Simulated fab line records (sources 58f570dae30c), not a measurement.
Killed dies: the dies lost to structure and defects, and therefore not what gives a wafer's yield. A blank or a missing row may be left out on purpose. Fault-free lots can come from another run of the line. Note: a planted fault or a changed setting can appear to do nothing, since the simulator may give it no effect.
Split-lot study + flow berkeley cmos170 + 27 wafers read across 5 lots, on a route 331 steps long

## THE SPLIT
At UCB170_GATE_ETCH_15 (etches poly-Si in HBr/Cl2, stops on SiO2, time 56.3 s, target depth 278.2 nm), the setting time s was moved away from the recipe's 56.3 s on 9 of the 27 wafers read, by +24.1% to +48.5%. The other wafers ran this setting at the recipe's value.

Reading taken at the split's own step.

## THE READING
SiO2_of_GATE_OXIDATION_01.thk nm (the simulator's own value, which no gauge read), in nm, at UCB170_GATE_ETCH_15 (etches poly-Si in HBr/Cl2, stops on SiO2, time 56.3 s, target depth 278.2 nm). The file gives no usual value for it. The 18 wafers here that ran the recipe average 6.430 nm, standard deviation 0.14 nm.

| wafer  | tool, chamber at the split | time s as run, s | against the recipe | SiO2_of_GATE_OXIDATION_01.thk nm, nm | against lot-mates on the recipe |
|--------|----------------------------|------------------|--------------------|--------------------------------------|---------------------------------|
| L075.2 | rie si-01, 0               | 56.3             | recipe             | 6.484                                | -                               |
| L075.4 | rie si-01, 3               | 56.3             | recipe             | 6.607                                | -                               |
| L075.6 | rie si-01, 0               | 56.3             | recipe             | 6.605                                | -                               |
| L077.1 | rie si-02, 1               | 73.38            | +30.3%             | 5.168                                | -1.308                          |
| L077.2 | rie si-02, 3               | 56.3             | recipe             | 6.474                                | -                               |
| L077.3 | rie si-02, 0               | 73.38            | +30.3%             | 5.047                                | -1.429                          |
| L077.4 | rie si-02, 2               | 73.38            | +30.3%             | 5.051                                | -1.425                          |
| L077.5 | rie si-02, 2               | 56.3             | recipe             | 6.507                                | -                               |
| L077.6 | rie si-02, 3               | 56.3             | recipe             | 6.448                                | -                               |
| L079.1 | rie si-02, 3               | 83.6             | +48.5%             | 4.361                                | -2.140                          |
| L079.2 | rie si-02, 2               | 83.6             | +48.5%             | 4.294                                | -2.207                          |
| L079.3 | rie si-02, 0               | 56.3             | recipe             | 6.468                                | -                               |
| L079.4 | rie si-02, 1               | 56.3             | recipe             | 6.528                                | -                               |
| L079.5 | rie si-02, 0               | 56.3             | recipe             | 6.508                                | -                               |
| L079.6 | rie si-02, 1               | 83.6             | +48.5%             | 4.301                                | -2.200                          |
| L084.1 | rie si-02, 0               | 56.3             | recipe             | 6.262                                | -                               |
| L084.2 | rie si-02, 3               | 56.3             | recipe             | 6.198                                | -                               |
| L084.3 | rie si-02, 1               | 56.3             | recipe             | 6.276                                | -                               |
| L084.4 | rie si-02, 2               | 56.3             | recipe             | 6.23                                 | -                               |
| L084.5 | rie si-02, 3               | 56.3             | recipe             | 6.235                                | -                               |
| L084.6 | rie si-02, 2               | 56.3             | recipe             | 6.244                                | -                               |
| L085.1 | rie si-02, 2               | 69.88            | +24.1%             | 5.45                                 | -1.105                          |
| L085.2 | rie si-02, 3               | 69.88            | +24.1%             | 5.496                                | -1.059                          |
| L085.3 | rie si-02, 0               | 56.3             | recipe             | 6.56                                 | -                               |
| L085.4 | rie si-02, 1               | 56.3             | recipe             | 6.489                                | -                               |
| L085.5 | rie si-02, 0               | 69.88            | +24.1%             | 5.448                                | -1.107                          |
| L085.6 | rie si-02, 3               | 56.3             | recipe             | 6.616                                | -                               |

THE FIT
A straight line over all 27 wafers: SiO2_of_GATE_OXIDATION_01.thk nm changes by -0.0433 nm for each +1% of time s; r = -0.99; the points scatter about the line by 0.13 nm.
The same after taking each lot's own level away (the mean of its wafers on the recipe; 27 wafers): -0.0452 nm for each +1%; r = -1.00; scatter 0.04 nm.
That fit puts the effect of the largest move of time s on the reading at 2.2 nm.
Across the lots, their own levels run from 6.2408 to 6.5653 nm, a range of 2.3 times the standard deviation given above.
Consequently the slope shifts little with the lot-to-lot level, the two slopes agreeing.
Check: -2.21 nm against its lot-mates is what the line predicts for one of the wafers moved furthest among these (+48.5%) when that wafer is left out of the fit. It came out at -2.14 nm against them.

## OTHER SPLITS ON THESE WAFERS
Note: prior to the reading, these wafers also went through further splits. Each is held against what the fit with the lots' levels taken away leaves over:
| other split on the same wafers      | wafers away from the commonest value | r with SiO2_of_GATE_OXIDATION_01.thk nm (lot level and that fit taken away) |
|-------------------------------------|--------------------------------------|-----------------------------------------------------------------------------|
| UCB170_PWELL_ETCH_14 target depth a | 9                                    | -0.01                                                                       |
| UCB170_ACTIVE_ETCH_15 time s        | 12                                   | +0.12                                                                       |

## THE WHOLE CHAIN: every reading that the file lists as answering this split, in the file's order
| step                | what it does                                                                 | reading                                                                           | change (the file's fit)                | r (the file's) |
|---------------------|------------------------------------------------------------------------------|-----------------------------------------------------------------------------------|----------------------------------------|----------------|
| UCB170_GATE_ETCH_15 | etches poly-Si in HBr/Cl2, stops on SiO2, time 56.3 s, target depth 278.2 nm | KrF_of_GATE_COAT_07.thk nm (the simulator's own value, which no gauge read)       | -1.06 nm for each +1% of the setting   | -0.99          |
| UCB170_GATE_ETCH_15 | etches poly-Si in HBr/Cl2, stops on SiO2, time 56.3 s, target depth 278.2 nm | SiO2_of_GATE_OXIDATION_01.thk nm (the simulator's own value, which no gauge read) | -0.0452 nm for each +1% of the setting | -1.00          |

## FILE'S OWN FIT
SiO2_of_GATE_OXIDATION_01.thk nm changes by -0.0452 nm for each +1% of time s, r = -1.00.
